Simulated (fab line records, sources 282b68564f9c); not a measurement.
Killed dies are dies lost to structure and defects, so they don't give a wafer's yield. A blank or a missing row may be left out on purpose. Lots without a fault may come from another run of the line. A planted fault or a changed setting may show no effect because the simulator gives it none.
fab line records | flow rit_cmos | part 1 of 2: steps 1 to 34 of 35
record lots=5 wafers=23
route steps=202 shown ACTIVE@2 FOX2@23 PWELL@40 NRETRO@54 GATE@81 NLDD@104 PLDD@115 M1@202
start_h: hours from the record's first day to the start of the lot's first wafer shown | wait_h: hours since the lot's step before | " the same as in the row above | L1.1+2: a row that stands for several wafers | - no value, or no start given | * or withheld: withheld | < > ~ a bound
route shown NAME@n: a module of which the file shows steps, and the number in the route of the first | usual: mean/standard deviation of fault-free wafers | same: alike in all rows | chamber/n: place in a boat | sites: the reading at each site | _std_site: their standard deviation | _edge_site: outer sites' mean less inner sites' | radius_mm: how far each site lies from the wafer's centre | mask NAME#n: copy n | behind: the tool/chamber that last shaped the wafer | hold: why the lot was held/for how many hours/how that ended | device: the transistor (n, p or np) that didn't switch | end of line: the same wafers' tests at the end of the route | a step without rows: its recipe alone | killed: dies lost to structure and defects at the first sort, not the wafer's yield | map: a wafer's dies, x killed, . not, _ none there
set.NAME: the setting as run; set.NAME@STEP: as run at that earlier step | model.NAME: the simulator's own value behind a step, which no gauge read
lots whose settings were changed on purpose; a table a step, a row a wafer
## steps
# step RIT_ACTIVE_OXIDATION_01
# recipe temp_c=1000 ambient=O2 target_thk_a=468 ox_time_s=3360
# columns lot.wafer tool chamber start_h wait_h set.ox_time_s model.SiO2_of_ACTIVE_OXIDATION_01.thk_nm
L074.1 - - - 0.1 3706 49.68
L074.2 " - " " 3706 50.07
L074.3 " - " " 3706 50.77
L074.4 " - " " 3706 51.12
L074.6 " - " " 3706 49.82
L075.1 - - - 1.6 3849 49.16
L075.2+6 " - " " 3849 49.13
L075.4 " - " " 3849 49.81
L075.5 " - " " 3849 48.66
L078.1 furnace-03 0 30.26 0.2 3360 47.53
L078.3 " 0 " " 3360 46.5
L078.4 " 0 " " 3360 46.48
L080.1 - - - 0.1 3562 48.82
L080.2 " - " " 3562 48.87
L080.3 " - " " 3562 49.23
L080.4 " - " " 3562 49.63
L080.6 " - " " 3562 48.47
L084.1 - - - 0.1 2925 44.02
L084.2 " - " " 2925 43.02
L084.3 " - " " 2925 44.31
L084.4 " - " " 2925 43.94
L084.5 " - " " 2925 43.34
# step RIT_ACTIVE_DEVELOP_10
# recipe resist=NOVOLAK develop_time_s=50 dev_temp_c=23
# columns lot.wafer tool chamber start_h wait_h set.develop_time_s
L074.1+2+4 litho_track-03 0 - - 50
L074.3+6 " 0 " " 53.09
L075.1+5 litho_track-01 0 - - 50
L075.2+4+6 " 0 " " 43.82
L078.1+3+4 litho_track-03 0 - - 50
L080.1+2+6 litho_track-04 0 - - 42.79
L080.3+4 " 0 " " 50
L084.1+2+4 litho_track-04 0 - - 54.43
L084.3+5 " 0 " " 50
# step RIT_ACTIVE_CD_MEAS_11
# recipe target_cd_nm=1400
# usual cd_nm=1399.6/2.2
# columns lot.wafer tool chamber start_h wait_h set.develop_time_s@ACTIVE_DEVELOP_10 cd_nm
L074.1 cd_sem-02 - 14.44 - 50 1402.8
L074.2 " - " " 50 1402.4
L074.3 " - " " 53.09 1396.7
L074.4 " - " " 50 1402.4
L074.6 " - " " 53.09 1396.7
L075.1 cd_sem-01 - 21.09 - 50 1397.7
L075.2 " - " " 43.82 1411.1
L075.4 " - " " 43.82 1408.8
L075.5 " - " " 50 1398.5
L075.6 " - " " 43.82 1410.5
L078.1 cd_sem-01 - 35.86 - 50 1397.5
L078.3 " - " " 50 1398.7
L078.4 " - " " 50 1397.8
L080.1 cd_sem-01 - 44.44 - 42.79 1417.6
L080.2 " - " " 42.79 1416.0
L080.3 " - " " 50 1403.4
L080.4 " - " " 50 1401.1
L080.6 " - " " 42.79 1417.2
L084.1 cd_sem-02 - 64.44 - 54.43 1391.3
L084.2 " - " " 54.43 1391.1
L084.3 " - " " 50 1400.1
L084.4 " - " " 54.43 1391.3
L084.5 " - " " 50 1398.1
# step RIT_ACTIVE_HARDBAKE_12
# recipe resist=NOVOLAK temp_c=140 time_s=60
# step RIT_ACTIVE_ETCH_13
# recipe stop_on=SiO2 chemistry=SF6 target=Si3N4 time_s=210 over_etch_frac=0.4 SF6_flow_sccm=200 pressure_mtorr=260 rf_w=125 target_depth_a=2100
# columns lot.wafer tool chamber start_h wait_h set.develop_time_s@ACTIVE_DEVELOP_10 model.ACTIVE.cd_nm
L074.1+2+4 rie_diel-01 2,1,3 14.71 0.1 50 1403
L074.3+6 " 0,1 " " 53.09 1397
L075.1 rie_diel-03 0 21.45 0.1 50 1398
L075.2+6 " 2,0 " " 43.82 1411
L075.4 " 1 " " 43.82 1409
L075.5 " 3 " " 50 1399
L078.1 rie_diel-01 1 36.13 0.1 50 1397
L078.3 " 3 " " 50 1399
L078.4 " 2 " " 50 1398
L080.1 rie_diel-03 1 44.71 0.1 42.79 1418
L080.2 " 0 " " 42.79 1416
L080.3 " 3 " " 50 1403
L080.4 " 2 " " 50 1401
L080.6 " 1 " " 42.79 1417
L084.1+2+4 rie_diel-04 3,1,2 64.71 0.1 54.43 1391
L084.3 " 0 " " 50 1400
L084.5 " 1 " " 50 1398
# step RIT_ACTIVE_STRIP_14
# recipe chemistry=O2 time_s=180 resist=NOVOLAK platen_temp_c=withheld power_w=500 pressure_mtorr=4000 o2_flow_sccm=4000
# step RIT_ACTIVE_CD_MEAS_90
# recipe target_cd_nm=1400
# usual cd_nm=1399.6/2.2
# columns lot.wafer tool chamber start_h wait_h set.develop_time_s@ACTIVE_DEVELOP_10 cd_nm
L074.1 cd_sem-01 - 15.02 0.1 50 1403.0
L074.2 " - " " 50 1402.6
L074.3 " - " " 53.09 1397.0
L074.4 " - " " 50 1402.9
L074.6 " - " " 53.09 1396.8
L075.1 cd_sem-01 - 21.75 0.1 50 1398.0
L075.2 " - " " 43.82 1411.1
L075.4 " - " " 43.82 1408.7
L075.5 " - " " 50 1399.0
L075.6 " - " " 43.82 1410.4
L078.1 cd_sem-02 - 36.44 0.1 50 1397.2
L078.3 " - " " 50 1399.2
L078.4 " - " " 50 1397.9
L080.1 cd_sem-02 - 45.02 0.1 42.79 1417.7
L080.2 " - " " 42.79 1415.4
L080.3 " - " " 50 1403.5
L080.4 " - " " 50 1401.2
L080.6 " - " " 42.79 1416.9
L084.1 cd_sem-02 - 65.02 0.1 54.43 1391.4
L084.2 " - " " 54.43 1391.1
L084.3 " - " " 50 1400.5
L084.4 " - " " 54.43 1391.4
L084.5 " - " " 50 1398.1
# step RIT_FOX2_OXIDATION_00
# recipe temp_c=1100 ambient=H2O target_thk_a=3507 p_h2o_torr=720 ox_time_s=1130
# columns lot.wafer tool chamber start_h wait_h set.ox_time_s model.SiO2_of_FOX2_OXIDATION_00.thk_nm
L074.1 - - - 0.0 1251 366.8
L074.2 " - " " 1251 368.1
L074.3 " - " " 1251 367.5
L074.4 " - " " 1251 363.9
L074.6 " - " " 1251 361.2
L075.1 - - - 0.0 1130 338
L075.2 " - " " 1130 341.1
L075.4 " - " " 1130 331.3
L075.5 " - " " 1130 336.3
L075.6 " - " " 1130 337.6
L078.1 furnace-02 0 38.41 0.0 1130 343.8
L078.3 " 0 " " 1130 351.3
L078.4 " 0 " " 1130 347.2
L080.1 - - - 0.0 1130 342.4
L080.2 " - " " 1130 336.9
L080.3 " - " " 1130 344.3
L080.4 " - " " 1130 334.5
L080.6 " - " " 1130 344.1
L084.1 - - - 0.0 1197 366.2
L084.2 " - " " 1197 357.7
L084.3 " - " " 1197 360.1
L084.4 " - " " 1197 359.8
L084.5 " - " " 1197 366.9
# step RIT_PWELL_COAT_01
# recipe resist=NOVOLAK spin_rpm=2000 resist_thk_nm=1300
# columns lot.wafer tool chamber start_h wait_h set.resist_thk_nm model.NOVOLAK_of_PWELL_COAT_01.thk_nm
L074.1 litho_track-01 0 21.83 0.1 1300 1307
L074.2 " 0 " " 1300 1304
L074.3 " 0 " " 1269 1269
L074.4 " 0 " " 1269 1272
L074.6 " 0 " " 1269 1270
L075.1 litho_track-01 0 27.78 0.1 1300 1298
L075.2 " 0 " " 1300 1299
L075.4+5 " 0 " " 1262 1258
L075.6 " 0 " " 1262 1260
L078.1 litho_track-02 0 42.37 0.1 1300 1306
L078.3+4 " 0 " " 1300 1305
L080.1 litho_track-02 0 51.19 0.1 1228 1231
L080.2 " 0 " " 1228 1228
L080.3 " 0 " " 1300 1300
L080.4 " 0 " " 1300 1303
L080.6 " 0 " " 1300 1296
L084.1 litho_track-01 0 71.57 0.1 1300 1306
L084.2 " 0 " " 1244 1246
L084.3 " 0 " " 1300 1302
L084.4 " 0 " " 1244 1247
L084.5 " 0 " " 1244 1250
# step RIT_PWELL_SOFTBAKE_02
# recipe resist=NOVOLAK temp_c=90 time_s=60
# step RIT_PWELL_EXPOSE_03
# recipe mask_id=M3 na=0.57 target_cd_nm=43700 dose_mj=250
# step RIT_PWELL_DEVELOP_05
# recipe resist=NOVOLAK develop_time_s=68 dev_temp_c=23
# step RIT_PWELL_HARDBAKE_07
# recipe resist=NOVOLAK temp_c=140 time_s=120
# columns lot.wafer tool chamber start_h wait_h set.resist_thk_nm@PWELL_COAT_01 model.NOVOLAK_of_PWELL_COAT_01.thk_nm
L074.1 litho_track-01 0 22.80 0.0 1300 1143
L074.2 " 0 " " 1300 1140
L074.3+6 " 0 " " 1269 1111
L074.4 " 0 " " 1269 1112
L075.1 litho_track-01 0 28.68 0.0 1300 1135
L075.2 " 0 " " 1300 1136
L075.4 " 0 " " 1262 1100
L075.5 " 0 " " 1262 1101
L075.6 " 0 " " 1262 1102
L078.1 litho_track-01 0 43.14 0.0 1300 1142
L078.3+4 " 0 " " 1300 1141
L080.1 litho_track-02 0 51.96 0.0 1228 1077
L080.2 " 0 " " 1228 1075
L080.3 " 0 " " 1300 1137
L080.4 " 0 " " 1300 1140
L080.6 " 0 " " 1300 1134
L084.1 litho_track-01 0 72.34 0.0 1300 1142
L084.2+4 " 0 " " 1244 1091
L084.3 " 0 " " 1300 1138
L084.5 " 0 " " 1244 1094
# step RIT_PWELL_IMPLANT_08
# recipe species=B energy_kev=170 dose_cm2=7e+13 tilt_deg=7
# columns lot.wafer tool chamber start_h wait_h set.energy_kev model.implant.rp_nm model.implant.drp_nm
L074.1+2+3+4+6 implanter-01 0 23.05 0.2 170 490.1 102.9
L075.1+4+6 implanter-04 0 28.93 0.2 170 478.7 102.9
L075.2+5 " 0 " " 175.5 490.6 103.8
L078.1+3+4 implanter-04 0 43.39 0.2 170 486.8 102.9
L080.1+2+3+4+6 implanter-01 0 52.21 0.2 170 479 102.9
L084.1+3+5 implanter-03 0 72.59 0.2 170 493.3 102.9
L084.2+4 " 0 " " 165.7 483.9 102
# step RIT_NRETRO_COAT_01
# recipe resist=NOVOLAK spin_rpm=2000 resist_thk_nm=1300
# columns lot.wafer tool chamber start_h wait_h set.resist_thk_nm model.NOVOLAK_of_NRETRO_COAT_01.thk_nm
L074.1 litho_track-01 0 29.08 0.1 1300 1294
L074.2 " 0 " " 1300 1297
L074.3 " 0 " " 1300 1296
L074.4 " 0 " " 1300 1292
L074.6 " 0 " " 1300 1298
L075.1 litho_track-01 0 34.79 0.1 1372 1375
L075.2 " 0 " " 1372 1378
L075.4 " 0 " " 1372 1376
L075.5 " 0 " " 1300 1307
L075.6 " 0 " " 1300 1305
L078.1 litho_track-02 0 49.24 0.1 1300 1300
L078.3 " 0 " " 1300 1307
L078.4 " 0 " " 1300 1303
L080.1 litho_track-01 0 58.06 0.1 1247 1252
L080.2 " 0 " " 1300 1306
L080.3 " 0 " " 1247 1253
L080.4 " 0 " " 1300 1305
L080.6 " 0 " " 1300 1304
L084.1 litho_track-01 0 78.45 0.1 1300 1298
L084.2 " 0 " " 1300 1295
L084.3 " 0 " " 1336 1331
L084.4 " 0 " " 1336 1332
L084.5 " 0 " " 1300 1300
# step RIT_NRETRO_SOFTBAKE_02
# recipe resist=NOVOLAK temp_c=90 time_s=60
# step RIT_NRETRO_EXPOSE_03
# recipe mask_id=M4 na=0.57 target_cd_nm=43900 dose_mj=250
# step RIT_NRETRO_DEVELOP_05
# recipe resist=NOVOLAK develop_time_s=68 dev_temp_c=23
# step RIT_NRETRO_HARDBAKE_07
# recipe resist=NOVOLAK temp_c=140 time_s=120
# columns lot.wafer tool chamber start_h wait_h set.resist_thk_nm@NRETRO_COAT_01 model.NOVOLAK_of_NRETRO_COAT_01.thk_nm
L074.1 litho_track-01 0 30.06 0.0 1300 1132
L074.2 " 0 " " 1300 1135
L074.3 " 0 " " 1300 1133
L074.4 " 0 " " 1300 1130
L074.6 " 0 " " 1300 1136
L075.1+4 litho_track-01 0 35.55 0.0 1372 1202
L075.2 " 0 " " 1372 1204
L075.5 " 0 " " 1300 1143
L075.6 " 0 " " 1300 1141
L078.1 litho_track-03 0 50.07 0.1 1300 1137
L078.3 " 0 " " 1300 1143
L078.4 " 0 " " 1300 1140
L080.1 litho_track-03 0 58.83 0.0 1247 1095
L080.2+4 " 0 " " 1300 1142
L080.3 " 0 " " 1247 1097
L080.6 " 0 " " 1300 1140
L084.1 litho_track-03 0 79.21 0.0 1300 1135
L084.2 " 0 " " 1300 1132
L084.3+4 " 0 " " 1336 1164
L084.5 " 0 " " 1300 1136
# step RIT_GATE_OXIDATION_05
# recipe temp_c=900 ambient=O2 target_thk_a=30 ox_time_s=270
# columns lot.wafer tool chamber start_h wait_h set.ox_time_s model.SiO2_of_GATE_OXIDATION_05.thk_nm
L074.1 - - - 0.8 270 2.923
L074.2 " - " " 270 2.891
L074.3 " - " " 270 2.921
L074.4 " - " " 270 2.827
L074.6 " - " " 270 2.9
L075.1 - - - 0.1 270 3.067
L075.2 " - " " 270 3.061
L075.4 " - " " 270 3.011
L075.5 " - " " 270 3.028
L075.6 " - " " 270 3.042
L078.1 furnace-04 0 52.98 0.1 270 2.92
L078.3 " 0 " " 270 2.964
L078.4 " 0 " " 270 2.943
L080.1 - - - 0.6 246.1 2.753
L080.2 " - " " 246.1 2.77
L080.3 " - " " 246.1 2.78
L080.4 " - " " 246.1 2.8
L080.6 " - " " 246.1 2.781
L084.1 - - - 0.1 283.4 3.096
L084.2 " - " " 283.4 3.168
L084.3 " - " " 283.4 3.153
L084.4 " - " " 283.4 3.113
L084.5 " - " " 283.4 3.184
# step RIT_GATE_DEVELOP_15
# recipe resist=NOVOLAK develop_time_s=50 dev_temp_c=23
# columns lot.wafer tool chamber start_h wait_h set.dev_temp_c
L074.1+2+3+4+6 litho_track-04 0 - - 23
L075.1+2+4+5+6 litho_track-03 0 - - 23
L078.1+3+4 litho_track-03 0 - - 23
L080.1+2+3 litho_track-02 0 - - 20.46
L080.4+6 " 0 " " 23
L084.1+2 litho_track-04 0 - - 21.7
L084.3+4+5 " 0 " " 23
# step RIT_NLDD_COAT_01
# recipe resist=NOVOLAK spin_rpm=3250 resist_thk_nm=1000
# columns lot.wafer tool chamber start_h wait_h set.spin_rpm model.NOVOLAK_of_NLDD_COAT_01.thk_nm
L074.1+4 litho_track-04 0 42.49 0.1 3250 1002
L074.2 " 0 " " 3321 993
L074.3 " 0 " " 3250 1003
L074.6 " 0 " " 3321 994.9
L075.1 litho_track-04 0 46.22 0.1 3415 980
L075.2 " 0 " " 3250 1004
L075.4+6 " 0 " " 3250 1003
L075.5 " 0 " " 3415 978.5
L078.1 litho_track-02 0 61.88 0.1 3250 1004
L078.3 " 0 " " 3250 1001
L078.4 " 0 " " 3250 1005
L080.1+4 litho_track-01 0 69.97 0.1 3090 1030
L080.2 " 0 " " 3250 1006
L080.3 " 0 " " 3250 1002
L080.6 " 0 " " 3250 1003
L084.1 litho_track-02 0 90.02 0.1 3019 1041
L084.2 " 0 " " 3250 1000
L084.3 " 0 " " 3250 1002
L084.4 " 0 " " 3019 1040
L084.5 " 0 " " 3250 1003
# step RIT_NLDD_SOFTBAKE_02
# recipe resist=NOVOLAK temp_c=90 time_s=60
# step RIT_NLDD_EXPOSE_03
# recipe mask_id=M7 na=0.57 target_cd_nm=40700 dose_mj=250
# step RIT_NLDD_DEVELOP_05
# recipe resist=NOVOLAK develop_time_s=50 dev_temp_c=23
# step RIT_NLDD_HARDBAKE_07
# recipe resist=NOVOLAK temp_c=140 time_s=60
# columns lot.wafer tool chamber start_h wait_h set.spin_rpm@NLDD_COAT_01 model.NOVOLAK_of_NLDD_COAT_01.thk_nm
L074.1 litho_track-04 0 43.39 0.0 3250 885.2
L074.2 " 0 " " 3321 877.6
L074.3 " 0 " " 3250 886.6
L074.4 " 0 " " 3250 885.9
L074.6 " 0 " " 3321 879.4
L075.1 litho_track-01 0 46.96 0.0 3415 866.3
L075.2 " 0 " " 3250 887
L075.4 " 0 " " 3250 886.2
L075.5 " 0 " " 3415 864.9
L075.6 " 0 " " 3250 886
L078.1 litho_track-04 0 62.67 0.0 3250 887
L078.3 " 0 " " 3250 884.2
L078.4 " 0 " " 3250 888.4
L080.1 litho_track-04 0 70.83 0.0 3090 909.7
L080.2 " 0 " " 3250 889
L080.3 " 0 " " 3250 885.6
L080.4 " 0 " " 3090 910
L080.6 " 0 " " 3250 886.7
L084.1 litho_track-04 0 90.88 0.0 3019 919.7
L084.2 " 0 " " 3250 883.7
L084.3 " 0 " " 3250 885.7
L084.4 " 0 " " 3019 919.2
L084.5 " 0 " " 3250 886.5
# step RIT_NLDD_IMPLANT_08
# recipe species=P energy_kev=20 dose_cm2=5e+14 tilt_deg=7
# columns lot.wafer tool chamber start_h wait_h set.dose_cm2
L074.1+2+3 implanter-03 0 43.54 0.1 5.263e+14
L074.4+6 " 0 " " 5e+14
L075.1+2+4+5+6 implanter-02 0 47.11 0.1 5e+14
L078.1+3+4 implanter-03 0 62.82 0.1 5e+14
L080.1+6 implanter-02 0 70.98 0.1 5e+14
L080.2+3+4 " 0 " " 4.799e+14
L084.1+3+4 implanter-01 0 91.03 0.1 5e+14
L084.2+5 " 0 " " 5.257e+14
# step RIT_NLDD_STRIP_09
# recipe chemistry=O2 time_s=180 resist=NOVOLAK platen_temp_c=withheld power_w=500 pressure_mtorr=4000 o2_flow_sccm=4000
# step RIT_NLDD_TW_MEAS_10
# usual NLDD_TW=2443/10
# columns lot.wafer tool chamber start_h wait_h set.dose_cm2@NLDD_IMPLANT_08 NLDD_TW
L074.1 film_metro-03 - 43.86 0.1 5.263e+14 2476
L074.2 " - " " 5.263e+14 2463
L074.3 " - " " 5.263e+14 2477
L074.4 " - " " 5e+14 2436
L074.6 " - " " 5e+14 2448
L075.1 film_metro-03 - 47.58 0.1 5e+14 2439
L075.2 " - " " 5e+14 2421
L075.4 " - " " 5e+14 2432
L075.5 " - " " 5e+14 2443
L075.6 " - " " 5e+14 2427
L078.1 film_metro-03 - 63.14 0.1 5e+14 2439
L078.3 " - " " 5e+14 2442
L078.4 " - " " 5e+14 2449
L080.1 film_metro-02 - 71.30 0.1 5e+14 2440
L080.2 " - " " 4.799e+14 2416
L080.3 " - " " 4.799e+14 2417
L080.4 " - " " 4.799e+14 2414
L080.6 " - " " 5e+14 2449
L084.1 film_metro-03 - 91.36 0.1 5e+14 2446
L084.2 " - " " 5.257e+14 2456
L084.3 " - " " 5e+14 2432
L084.4 " - " " 5e+14 2427
L084.5 " - " " 5.257e+14 2454
# step RIT_PLDD_COAT_01
# recipe resist=NOVOLAK spin_rpm=3250 resist_thk_nm=1000
# columns lot.wafer tool chamber start_h wait_h set.resist_thk_nm model.NOVOLAK_of_PLDD_COAT_01.thk_nm
L074.1+4 litho_track-03 0 44.19 0.1 1000 998.4
L074.2 " 0 " " 1000 997.6
L074.3 " 0 " " 1000 998.8
L074.6 " 0 " " 1000 997.7
L075.1 litho_track-03 0 47.79 0.1 1000 1003
L075.2 " 0 " " 974.8 977.8
L075.4 " 0 " " 974.8 977.1
L075.5 " 0 " " 974.8 975.6
L075.6 " 0 " " 1000 1002
L078.1+3 litho_track-03 0 63.35 0.1 1000 1004
L078.4 " 0 " " 1000 1002
L080.1 litho_track-02 0 71.51 0.1 1035 1033
L080.2+4 " 0 " " 1000 1001
L080.3 " 0 " " 1035 1031
L080.6 " 0 " " 1035 1035
L084.1 litho_track-01 0 91.61 0.1 1059 1059
L084.2 " 0 " " 1000 1002
L084.3 " 0 " " 1000 1001
L084.4 " 0 " " 1059 1061
L084.5 " 0 " " 1059 1060
# step RIT_PLDD_SOFTBAKE_02
# recipe resist=NOVOLAK temp_c=90 time_s=60
# step RIT_PLDD_EXPOSE_03
# recipe mask_id=M8 na=0.57 target_cd_nm=40900 dose_mj=250
# step RIT_PLDD_DEVELOP_05
# recipe resist=NOVOLAK develop_time_s=50 dev_temp_c=23
# step RIT_PLDD_HARDBAKE_07
# recipe resist=NOVOLAK temp_c=140 time_s=60
# columns lot.wafer tool chamber start_h wait_h set.resist_thk_nm@PLDD_COAT_01 model.NOVOLAK_of_PLDD_COAT_01.thk_nm
L074.1 litho_track-01 0 45.05 0.0 1000 882.4
L074.2+6 " 0 " " 1000 881.7
L074.3 " 0 " " 1000 882.8
L074.4 " 0 " " 1000 882.3
L075.1 litho_track-02 0 48.53 0.0 1000 886.5
L075.2 " 0 " " 974.8 864.3
L075.4 " 0 " " 974.8 863.8
L075.5 " 0 " " 974.8 862.4
L075.6 " 0 " " 1000 885.5
L078.1 litho_track-03 0 64.22 0.0 1000 887.5
L078.3 " 0 " " 1000 887
L078.4 " 0 " " 1000 885.6
L080.1 litho_track-02 0 72.49 0.0 1035 912.7
L080.2 " 0 " " 1000 884.7
L080.3 " 0 " " 1035 911.2
L080.4 " 0 " " 1000 884.5
L080.6 " 0 " " 1035 914.6
L084.1 litho_track-03 0 92.47 0.0 1059 935.1
L084.2 " 0 " " 1000 885.6
L084.3 " 0 " " 1000 884.9
L084.4 " 0 " " 1059 937
L084.5 " 0 " " 1059 936.5
## key
split step=RIT_ACTIVE_OXIDATION_01 setting=ox_time_s stated=3360 by=lot
response step=RIT_ACTIVE_OXIDATION_01 reading=model.SiO2_of_ACTIVE_OXIDATION_01.thk_nm change=+0.23 per=1% r=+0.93
split step=RIT_ACTIVE_DEVELOP_10 setting=develop_time_s stated=50 by=wafer
response step=RIT_ACTIVE_CD_MEAS_11 reading=cd_nm change=-0.975 per=1% r=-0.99
response step=RIT_ACTIVE_ETCH_13 reading=model.ACTIVE.cd_nm change=-0.983 per=1% r=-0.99
response step=RIT_ACTIVE_CD_MEAS_90 reading=cd_nm change=-0.96 per=1% r=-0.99
split step=RIT_FOX2_OXIDATION_00 setting=ox_time_s stated=1130 by=lot
response step=RIT_FOX2_OXIDATION_00 reading=model.SiO2_of_FOX2_OXIDATION_00.thk_nm change=+2.52 per=1% r=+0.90
split step=RIT_PWELL_COAT_01 setting=resist_thk_nm stated=1300 by=wafer
response step=RIT_PWELL_COAT_01 reading=model.NOVOLAK_of_PWELL_COAT_01.thk_nm change=+13.1 per=1% r=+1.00
response step=RIT_PWELL_HARDBAKE_07 reading=model.NOVOLAK_of_PWELL_COAT_01.thk_nm change=+11.3 per=1% r=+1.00
split step=RIT_PWELL_IMPLANT_08 setting=energy_kev stated=170 by=wafer
response step=RIT_PWELL_IMPLANT_08 reading=model.implant.rp_nm change=+3.69 per=1% r=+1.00
response step=RIT_PWELL_IMPLANT_08 reading=model.implant.drp_nm change=+0.303 per=1% r=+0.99
split step=RIT_NRETRO_COAT_01 setting=resist_thk_nm stated=1300 by=wafer
response step=RIT_NRETRO_COAT_01 reading=model.NOVOLAK_of_NRETRO_COAT_01.thk_nm change=+12.7 per=1% r=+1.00
response step=RIT_NRETRO_HARDBAKE_07 reading=model.NOVOLAK_of_NRETRO_COAT_01.thk_nm change=+11 per=1% r=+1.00
split step=RIT_GATE_OXIDATION_05 setting=ox_time_s stated=270 by=lot
response step=RIT_GATE_OXIDATION_05 reading=model.SiO2_of_GATE_OXIDATION_05.thk_nm change=+0.0254 per=1% r=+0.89
split step=RIT_GATE_DEVELOP_15 setting=dev_temp_c stated=23 by=wafer
response step=RIT_M1_PROBE_99 reading=model.etest.pmos_turned.r_on_ohm_um change=+31.2 per=1% r=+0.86
response step=RIT_M1_PROBE_99 reading=model.etest.pmos_0p15.r_on_ohm_um change=+30 per=1% r=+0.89
split step=RIT_NLDD_COAT_01 setting=spin_rpm stated=3250 by=wafer
response step=RIT_NLDD_COAT_01 reading=model.NOVOLAK_of_NLDD_COAT_01.thk_nm change=-5.17 per=1% r=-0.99
response step=RIT_NLDD_HARDBAKE_07 reading=model.NOVOLAK_of_NLDD_COAT_01.thk_nm change=-4.53 per=1% r=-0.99
split step=RIT_NLDD_IMPLANT_08 setting=dose_cm2 stated=5e+14 by=wafer
response step=RIT_NLDD_TW_MEAS_10 reading=NLDD_TW change=+5.37 per=1% r=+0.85
split step=RIT_PLDD_COAT_01 setting=resist_thk_nm stated=1000 by=wafer
response step=RIT_PLDD_COAT_01 reading=model.NOVOLAK_of_PLDD_COAT_01.thk_nm change=+9.76 per=1% r=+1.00
response step=RIT_PLDD_HARDBAKE_07 reading=model.NOVOLAK_of_PLDD_COAT_01.thk_nm change=+8.54 per=1% r=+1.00
